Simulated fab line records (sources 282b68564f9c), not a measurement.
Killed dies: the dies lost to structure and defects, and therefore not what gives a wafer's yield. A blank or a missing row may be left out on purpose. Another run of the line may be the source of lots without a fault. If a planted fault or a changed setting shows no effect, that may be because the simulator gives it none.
fab line records / flow rit_cmos
record: lots: 15 wafers: 45 last_day: 7
route steps=202 shown SILICIDE@166 M1@202
lots with no fault: from the same line, run without faults
start_h: hours from the record's opening day to when the first of the lot's shown wafers began / wait_h: how many hours have passed since the lot's step before this one / " the same as in the row above / L1.1+2: several wafers, shown together as one row / - value missing, or start not given / * or withheld: withheld / < > ~ a bound
route shown NAME@n: names a module that has steps shown in the file, with the first one's number in the route / usual: mean/standard deviation taken from wafers without a fault / same: alike in all rows / chamber/n: place in a boat / sites: readings site by site / _std_site: the standard deviation of these / _edge_site: the outer-site mean with the inner-site mean subtracted / radius_mm: for every site, how far away it sits from the centre of the wafer / mask NAME#n: copy n / behind: tool/chamber where the wafer was last shaped / hold: cause of the lot's hold/its duration in hours/its outcome / device: transistor that didn't switch, given as n, p or np / end of line: tests run on the same wafers once the route is complete / step lacking rows: just its recipe / killed: dies lost to structure and defects at the first sort, not the wafer's yield / map: per-die view of a wafer (x killed, . not killed, _ where there is no die)
set.NAME: the setting the step ran with; set.NAME@STEP: the setting that earlier step ran with / model.NAME: the simulator's own value behind a step, which no gauge read
route steps across a sampled set of lots; one table per step, one row per wafer
services: a tool's chamber out of use, with start hour (start_h, from the record's first day; less than 0 if before it), hours out, and reason
== steps ==
step: RIT_SILICIDE_WET_ETCH_05
recipe: chemistry: SPM target: Ti temp_c: 90 time_s: 120 dry: n2_spin
usual: bath_guard_temp_C: 90.0/0.56 run_length_s: 146.2/2.5
lot.wafer=L567.2 tool=wet_bench-03 chamber=1 start_h=60.16 wait_h=0.0 bath_guard_temp_C=90.3 run_length_s=145.4
lot.wafer=L567.4 tool=wet_bench-03 chamber=1 start_h=60.16 wait_h=0.0 bath_guard_temp_C=90.1 run_length_s=145.4
lot.wafer=L567.6 tool=wet_bench-03 chamber=1 start_h=60.16 wait_h=0.0 bath_guard_temp_C=90.1 run_length_s=145.4
lot.wafer=L568.3 tool=wet_bench-01 chamber=0 start_h=62.22 wait_h=0.0 bath_guard_temp_C=89.5 run_length_s=152.8
lot.wafer=L568.5 tool=wet_bench-01 chamber=0 start_h=62.22 wait_h=0.0 bath_guard_temp_C=89.1 run_length_s=152.8
lot.wafer=L568.6 tool=wet_bench-01 chamber=0 start_h=62.22 wait_h=0.0 bath_guard_temp_C=89.2 run_length_s=152.8
lot.wafer=L569.3 tool=wet_bench-02 chamber=3 start_h=73.69 wait_h=0.0 bath_guard_temp_C=90.7 run_length_s=145.6
lot.wafer=L569.4 tool=wet_bench-02 chamber=3 start_h=73.69 wait_h=0.0 bath_guard_temp_C=90.4 run_length_s=145.6
lot.wafer=L569.6 tool=wet_bench-02 chamber=3 start_h=73.69 wait_h=0.0 bath_guard_temp_C=90.6 run_length_s=145.6
lot.wafer=L570.1 tool=wet_bench-03 chamber=3 start_h=79.70 wait_h=0.1 bath_guard_temp_C=90.4 run_length_s=146.8
lot.wafer=L570.2 tool=wet_bench-03 chamber=3 start_h=79.70 wait_h=0.1 bath_guard_temp_C=90.5 run_length_s=146.8
lot.wafer=L570.3 tool=wet_bench-03 chamber=3 start_h=79.70 wait_h=0.1 bath_guard_temp_C=90.3 run_length_s=146.8
lot.wafer=L571.2 tool=wet_bench-02 chamber=0 start_h=87.19 wait_h=0.0 bath_guard_temp_C=89.8 run_length_s=147.9
lot.wafer=L571.3 tool=wet_bench-02 chamber=0 start_h=87.19 wait_h=0.0 bath_guard_temp_C=89.7 run_length_s=147.9
lot.wafer=L571.6 tool=wet_bench-02 chamber=0 start_h=87.19 wait_h=0.0 bath_guard_temp_C=89.6 run_length_s=147.9
lot.wafer=L574.1 tool=wet_bench-01 chamber=0 start_h=102.17 wait_h=0.1 bath_guard_temp_C=89.5 run_length_s=144.7
lot.wafer=L574.4 tool=wet_bench-01 chamber=0 start_h=102.17 wait_h=0.1 bath_guard_temp_C=89.0 run_length_s=144.7
lot.wafer=L574.5 tool=wet_bench-01 chamber=0 start_h=102.17 wait_h=0.1 bath_guard_temp_C=89.2 run_length_s=144.7
lot.wafer=L575.3 tool=wet_bench-01 chamber=3 start_h=104.84 wait_h=0.0 bath_guard_temp_C=90.1 run_length_s=146.0
lot.wafer=L575.5 tool=wet_bench-01 chamber=3 start_h=104.84 wait_h=0.0 bath_guard_temp_C=89.9 run_length_s=146.0
lot.wafer=L575.6 tool=wet_bench-01 chamber=3 start_h=104.84 wait_h=0.0 bath_guard_temp_C=90.3 run_length_s=146.0
lot.wafer=L576.1 tool=wet_bench-03 chamber=3 start_h=108.55 wait_h=0.1 bath_guard_temp_C=90.0 run_length_s=146.2
lot.wafer=L576.4 tool=wet_bench-03 chamber=3 start_h=108.55 wait_h=0.1 bath_guard_temp_C=90.6 run_length_s=146.2
lot.wafer=L576.6 tool=wet_bench-03 chamber=3 start_h=108.55 wait_h=0.1 bath_guard_temp_C=90.8 run_length_s=146.2
lot.wafer=L577.3 tool=wet_bench-03 chamber=0 start_h=116.21 wait_h=0.0 bath_guard_temp_C=90.1 run_length_s=103.9
lot.wafer=L577.5 tool=wet_bench-03 chamber=0 start_h=116.21 wait_h=0.0 bath_guard_temp_C=90.3 run_length_s=103.9
lot.wafer=L577.6 tool=wet_bench-03 chamber=0 start_h=116.21 wait_h=0.0 bath_guard_temp_C=90.2 run_length_s=103.9
lot.wafer=L578.3 tool=wet_bench-03 chamber=3 start_h=118.25 wait_h=0.0 bath_guard_temp_C=90.7 run_length_s=105.0
lot.wafer=L578.4 tool=wet_bench-03 chamber=3 start_h=118.25 wait_h=0.0 bath_guard_temp_C=90.5 run_length_s=105.0
lot.wafer=L578.6 tool=wet_bench-03 chamber=3 start_h=118.25 wait_h=0.0 bath_guard_temp_C=90.2 run_length_s=105.0
lot.wafer=L579.1 tool=wet_bench-03 chamber=1 start_h=121.63 wait_h=0.1 bath_guard_temp_C=90.0 run_length_s=103.1
lot.wafer=L579.2 tool=wet_bench-03 chamber=1 start_h=121.63 wait_h=0.1 bath_guard_temp_C=89.7 run_length_s=103.1
lot.wafer=L579.3 tool=wet_bench-03 chamber=1 start_h=121.63 wait_h=0.1 bath_guard_temp_C=89.7 run_length_s=103.1
lot.wafer=L580.1 tool=wet_bench-02 chamber=3 start_h=125.97 wait_h=0.1 bath_guard_temp_C=90.5 run_length_s=145.7
lot.wafer=L580.5 tool=wet_bench-02 chamber=3 start_h=125.97 wait_h=0.1 bath_guard_temp_C=90.6 run_length_s=145.7
lot.wafer=L580.6 tool=wet_bench-02 chamber=3 start_h=125.97 wait_h=0.1 bath_guard_temp_C=90.2 run_length_s=145.7
lot.wafer=L582.2 tool=wet_bench-01 chamber=0 start_h=135.89 wait_h=0.1 bath_guard_temp_C=89.1 run_length_s=145.1
lot.wafer=L582.3 tool=wet_bench-01 chamber=0 start_h=135.89 wait_h=0.1 bath_guard_temp_C=89.4 run_length_s=145.1
lot.wafer=L582.6 tool=wet_bench-01 chamber=0 start_h=135.89 wait_h=0.1 bath_guard_temp_C=89.2 run_length_s=145.1
lot.wafer=L583.3 tool=wet_bench-02 chamber=1 start_h=141.64 wait_h=0.0 bath_guard_temp_C=89.3 run_length_s=144.0
lot.wafer=L583.5 tool=wet_bench-02 chamber=1 start_h=141.64 wait_h=0.0 bath_guard_temp_C=89.6 run_length_s=144.0
lot.wafer=L583.6 tool=wet_bench-02 chamber=1 start_h=141.64 wait_h=0.0 bath_guard_temp_C=89.4 run_length_s=144.0
lot.wafer=L585.3 tool=wet_bench-02 chamber=1 start_h=151.74 wait_h=0.0 bath_guard_temp_C=89.3 run_length_s=143.3
lot.wafer=L585.4 tool=wet_bench-02 chamber=1 start_h=151.74 wait_h=0.0 bath_guard_temp_C=89.5 run_length_s=143.3
lot.wafer=L585.6 tool=wet_bench-02 chamber=1 start_h=151.74 wait_h=0.0 bath_guard_temp_C=89.5 run_length_s=143.3
step: RIT_M1_PROBE_99
usual: killed_at_M0_to_M3: 0.0/0.12 killed_at_contacts: 0.1/0.23 killed_at_front_end: 6/3.1 killed_dies: 6/3.1 killed_open: 3.2/1.9 killed_short: 3.2/2.1
same: gross_dies: 264 killed_at_M4_up: 0 killed_at_back_side: 0 killed_at_other: 0
lot.wafer=L582.2 tool=prober-01 chamber=- start_h=159.39 wait_h=0.6 killed_at_M0_to_M3=0 killed_at_contacts=0 killed_at_front_end=2 killed_dies=2 killed_open=1 killed_short=1
lot.wafer=L582.3 tool=prober-01 chamber=- start_h=159.44 wait_h=0.6 killed_at_M0_to_M3=0 killed_at_contacts=0 killed_at_front_end=7 killed_dies=7 killed_open=6 killed_short=1
lot.wafer=L582.6 tool=prober-01 chamber=- start_h=159.59 wait_h=0.7 killed_at_M0_to_M3=1 killed_at_contacts=0 killed_at_front_end=6 killed_dies=7 killed_open=3 killed_short=4
killed by level:class
L582.2 REOX:geometric_particle:open=1 SPACER:geometric_particle:short=1
L582.3 GATE:geometric_particle:open=3 FOX1:geometric_particle:open=1 GATE:geometric_particle:short=1 REOX:geometric_particle:open=1 SPACER:geometric_particle:open=1
L582.6 GATE:geometric_particle:short=3 GATE:geometric_particle:open=2 REOX:geometric_particle:open=1 M1:geometric_particle:short=1
== services ==
tool=wet_bench-01 chamber=- start_h=82.58 hours=2.3 kind=repair
tool=wet_bench-02 chamber=- start_h=108.92 hours=1.3 kind=repair
== key ==
first_sign: step: RIT_SILICIDE_WET_ETCH_05 reading: run_length_s direction: down sigmas: 17 usual: * struck: *
effect none on later readings
met_at RIT_SILICIDE_WET_ETCH_05
struck_lots L577,L578,L579
tester_left_out L577,L578,L579
onset_between 108.55 116.21
fault: kind: process_parameter_drift tool: wet_bench-03 chamber: - onset_h: 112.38 steps: RIT_SILICIDE_WET_ETCH_05 channel: time_s offset: * shape: step end_h: 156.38 acts_in: * stated: *
tester_left_out: of these lots the tester's yield and bins aren't shown, on N5 and GAA mostly nor the transistor test; their killed dies are dies lost to structure and defects alone, not to doping, threshold or leakage, so they don't give the yield
